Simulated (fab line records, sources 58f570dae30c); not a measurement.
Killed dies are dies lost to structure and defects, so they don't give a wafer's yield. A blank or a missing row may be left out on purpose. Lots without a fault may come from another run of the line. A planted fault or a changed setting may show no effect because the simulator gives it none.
A struck lot beside a sound one | flow berkeley_cmos170 | 14 steps out of a route of 331
Sound: wafers L632.2, L632.3, L632.6. Struck: wafers L626.3, L626.4, L626.5. The cause comes at the end.
At each step with rows: each side's tool, then ch and its chambers, then its first start. Under that, the readings that differ: sound wafers | struck wafers | difference of the means | sigmas: that difference in standard deviations of wafers without a fault.
alike: readings whose means differ by less than 2 such deviations, and words and numbers that are the same on both sides. not compared: withheld readings, readings that some wafer has no value for, bounds like >300 that may hide the same value, and numbers for which the record gives no deviation and whose values overlap.
The two part at a step that has a row with sigmas, a row that says differs or no value, or rows on one side only. Numbers that don't overlap but have no deviation are shown without sigmas and don't part them. A reading that every wafer of one side lacks parts them only if that side has two wafers or more.

UCB170_PVT_STRIP_08: strips in O2.
  sound on plasma_asher-01 ch 0,1, day 10 20:54; struck on plasma_asher-01 ch 0,1, day 9 22:18
  alike: drypump_motor_current_A, oes_product_au, strip_time_to_endpoint_s
  not compared: rf_hours_counter_h
UCB170_PVT_TW_MEAS_09:
  sound on film_metro-03, day 10 21:01; struck on film_metro-03, day 9 22:23
  alike: PVT_TW
then, 1 step without rows for these wafers: UCB170_GATE_WET_ETCH_00 (etches SiO2 in dHF, time 200 s).
UCB170_FIELD_THK_MEAS_91:
  sound on film_metro-01, day 10 21:08; struck on film_metro-01, day 9 22:31
  reading                     | sound       | struck      | difference | sigmas
  FIELD_OXIDE_LEFT_2_THK (nm) | 331 336 333 | 366 360 366 | +31        | +3
then, 1 step without rows for these wafers: UCB170_GATE_OXIDATION_01 (target thk 6.6 nm, ox time 1800 s).
UCB170_GATE_THK_MEAS_02:
  sound on film_metro-03, day 11 06:04; struck on film_metro-04, day 10 02:43
  alike: GATE_OXIDE_THK
then, 2 steps without rows for these wafers: UCB170_GATE_ANNEAL_03 (time 1800 s); UCB170_GATE_CVD_04 (deposits poly-Si from SiH4, time 1440 s, target thk 214 nm).
UCB170_GATE_THK_MEAS_05:
  sound on film_metro-04, day 11 14:41; struck on film_metro-03, day 10 09:43
  alike: GATE_POLY_THK
then, 3 steps without rows for these wafers: UCB170_GATE_COAT_06; UCB170_GATE_COAT_07 (resist thk 900 nm); UCB170_GATE_SOFTBAKE_08 (time 60 s).
UCB170_GATE_EXPOSE_09: exposes mask POLY, target cd 350 nm.
  sound on krf_scanner-02 ch 0, day 11 15:20; struck on krf_scanner-02, day 10 10:58
  no value came back on the struck wafers for exposure_dose_mJ_cm2, focus_offset_nm (nm), na, sigma_outer; on the sound wafers exposure_dose_mJ_cm2 reads 20.983 20.972 20.996
  alike: mask
then, 1 step without rows for these wafers: UCB170_GATE_PEB_10.

WHERE THEY PART
First at UCB170_FIELD_THK_MEAS_91; last, within this record, at UCB170_GATE_EXPOSE_09.

WHY: what the simulator had put in
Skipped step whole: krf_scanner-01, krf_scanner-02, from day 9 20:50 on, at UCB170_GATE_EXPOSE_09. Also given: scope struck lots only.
